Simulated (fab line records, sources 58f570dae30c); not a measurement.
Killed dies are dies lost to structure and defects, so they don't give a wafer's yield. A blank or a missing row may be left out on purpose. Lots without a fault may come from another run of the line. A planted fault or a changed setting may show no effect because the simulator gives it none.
A struck lot beside a sound one | flow berkeley_cmos170 | 15 steps out of a route of 331
Sound: wafers L803.2, L803.4, L803.5. Struck: wafer L812.2. (L812.4, L812.6 of the same lot were not struck and are left out.) The cause comes at the end.
At each step with rows: each side's tool, then ch and its chambers, then its first start. Under that, the readings that differ: sound wafers | struck wafers | difference of the means | sigmas: that difference in standard deviations of wafers without a fault.
alike: readings whose means differ by less than 2 such deviations, and words and numbers that are the same on both sides. not compared: withheld readings, readings that some wafer has no value for, bounds like >300 that may hide the same value, and numbers for which the record gives no deviation and whose values overlap.
The two part at a step that has a row with sigmas, a row that says differs or no value, or rows on one side only. Numbers that don't overlap but have no deviation are shown without sigmas and don't part them. A reading that every wafer of one side lacks parts them only if that side has two wafers or more.

first, 1 step without rows for these wafers: UCB170_CONTACT_SOFTBAKE_05 (time 60 s).
UCB170_CONTACT_STRIP_06: strips in O2.
  sound on plasma_asher-01 ch 0,1, day 7 12:54; struck on plasma_asher-01 ch 1, day 9 07:11
  reading                      | sound             | struck | difference | sigmas
  strip_time_to_endpoint_s (s) | 21.87 21.99 21.93 | 22.08  | +0.15      | +2
  alike: drypump_motor_current_A, o2_flow_sccm, oes_product_au
  not compared: rf_hours_counter_h
then, 1 step without rows for these wafers: UCB170_CONTACT_CLEAN_07 (cleans in SPM, time 600 s).
UCB170_CONTACT_RTA_08: time 10 s.
  sound on rtp_anneal-02 ch 0, day 7 13:11; struck on rtp_anneal-02 ch 0, day 9 07:36
  alike: anneal_temp_c_max, chamber_o2_ppm, lamp_power_pct, wafer_temp_C_max
then, 6 steps without rows for these wafers: UCB170_CONTACT_COAT_09; UCB170_CONTACT_COAT_10 (resist thk 900 nm); UCB170_CONTACT_SOFTBAKE_11 (time 60 s); UCB170_CONTACT_EXPOSE_12 (exposes mask CONT, target cd 700 nm); UCB170_CONTACT_PEB_13; UCB170_CONTACT_DEVELOP_14 (develop time 45 s).
UCB170_CONTACT_CD_MEAS_15: target cd 700 nm.
  sound on cd_sem-02, day 7 15:06; struck on cd_sem-01, day 9 09:41
  alike: cd_nm
UCB170_CONTACT_OVL_MEAS_16:
  sound on overlay-02, day 7 15:13; struck on overlay-02, day 9 09:47
  alike: CONTACT_OVL
UCB170_CONTACT_ETCH_17: etches BARC in N2/H2.
  sound on rie_diel-01 ch 0,3, day 7 15:14; struck on rie_diel-01 ch 0, day 9 09:49
  reading               | sound              | struck | difference | sigmas
  bias_w (W)            | 100.14 99.88 99.72 | 64.60  | -35.31     | -99 or more
  oes_product_au (a.u.) | 1.011 0.998 1.010  | 0.880  | -0.126     | -11
  alike: drypump_motor_current_A, throttle_valve_pct
UCB170_CONTACT_ETCH_18: etches PSG in CHF3/CF4/Ar, stops on TiSi2, target depth 840 nm, time 195 s.
  sound on rie_diel-01 ch 0,3; struck on rie_diel-01 ch 0
  alike: drypump_motor_current_A, oes_product_au, throttle_valve_pct
  not compared: rf_hours_counter_h
UCB170_M3_PROBE_99:
  the record has rows for the struck wafers here (prober-02, day 10 08:16) and none for the sound ones

WHERE THEY PART
First at UCB170_CONTACT_STRIP_06; last, within this record, at UCB170_M3_PROBE_99.

WHY: what the simulator had put in
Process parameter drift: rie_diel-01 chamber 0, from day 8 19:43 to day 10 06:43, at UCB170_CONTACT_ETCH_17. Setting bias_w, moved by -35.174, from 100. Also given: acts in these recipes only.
